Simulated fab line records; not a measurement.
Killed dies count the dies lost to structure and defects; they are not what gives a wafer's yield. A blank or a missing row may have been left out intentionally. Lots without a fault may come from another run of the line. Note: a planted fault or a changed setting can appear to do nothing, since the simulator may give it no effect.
A lot that was struck, set against a sound lot | flow rit cmos | 14 out of 202 route steps
Sound: these wafers, L554.1, L554.5, L554.6. The struck wafers were L559.1, L559.2, L559.5. The cause is given at the end.
Each step with rows lists, per side, the tool, then ch with its chambers, then its first start. Under that, the readings that differ: sound wafers | struck wafers | difference of the means | sigmas: that difference in standard deviations of wafers without a fault.
alike: same words and numbers on both sides, and readings whose means sit less than 2 such deviations apart. not compared: any withheld reading, any reading some wafer has no value for, any bound like >300 that may hide the same value, and any number with overlapping values for which the record gives no deviation.
A row with sigmas, a row that says differs or no value, or rows on one side alone: a step with any of these is where the two part. Numbers that have no deviation but don't overlap get no sigmas and don't part them. A reading missing from all wafers of one side parts the sides only when that side holds two or more wafers.

first, 1 step without rows for these wafers: RIT_GATE_CLEAN_04 (cleans in dHF, time 60 s).
RIT_FOX2_THK_MEAS_91:
  sound: film metro-04 at day 3 05:03; struck: film metro-01 at day 4 07:58
  alike: FIELD_OXIDE_LEFT_2_THK
then, 2 steps without rows for these wafers: RIT_GATE_OXIDATION_05 (target thk 3 nm, ox time 270 s); RIT_GATE_ANNEAL_06 (time 600 s).
RIT_GATE_THK_MEAS_07:
  sound: film metro-01 at day 3 06:26; struck: film metro-01 at day 4 09:21
  alike: GATE_OXIDE_THK
then, 1 step without rows for these wafers: RIT_GATE_CVD_08 (deposits poly-Si from SiH4, target thk 250 nm, time 2220 s).
RIT_GATE_THK_MEAS_09:
  sound: film metro-02 at day 3 08:07; struck: film metro-02 at day 4 11:02
  alike: GATE_POLY_THK
then, 2 steps without rows for these wafers: RIT_GATE_HMDS_10 (prime time 60 s); RIT_GATE_COAT_11 (resist thk 850 nm).
RIT_GATE_SOFTBAKE_12: time 61.23 s.
  sound on litho track-03 ch 0, day 3 08:28; struck on litho track-01 ch 0, day 4 11:23
  alike: chill plate temp C, exhaust pa, plate sensor t centre C, plate sensor t edge C
then, 2 steps without rows for these wafers: RIT_GATE_EXPOSE_13 (exposes mask M6, target cd 150 nm); RIT_GATE_PEB_14.
RIT_GATE_DEVELOP_15: develop time 50 s.
  struck on litho track-03, day 4 11:00; sound on litho track-03 ch 0, day 3 08:00
  no value came back on the struck wafers for chill plate temp C (C), develop time s (s), exhaust pa (Pa); on the sound wafers chill plate temp C (C) reads 23.02 22.93 22.88
RIT_GATE_CD_MEAS_16: the cd target is 150 nm.
  sound: cd sem-02 at day 3 09:01; struck: cd sem-01 at day 4 11:56
  reading    | sound             | struck | difference                    | sigmas
  cd nm (nm) | 154.2 152.7 153.0 | - - -  | no value on the struck wafers |

== WHERE THEY PART ==
First at RIT_GATE_DEVELOP_15; last, within this record, at RIT_GATE_CD_MEAS_16.

WHY: what had been put in by the simulator
Step skipped in full: litho track-03, at RIT_GATE_DEVELOP_15, from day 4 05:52 onward. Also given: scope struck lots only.
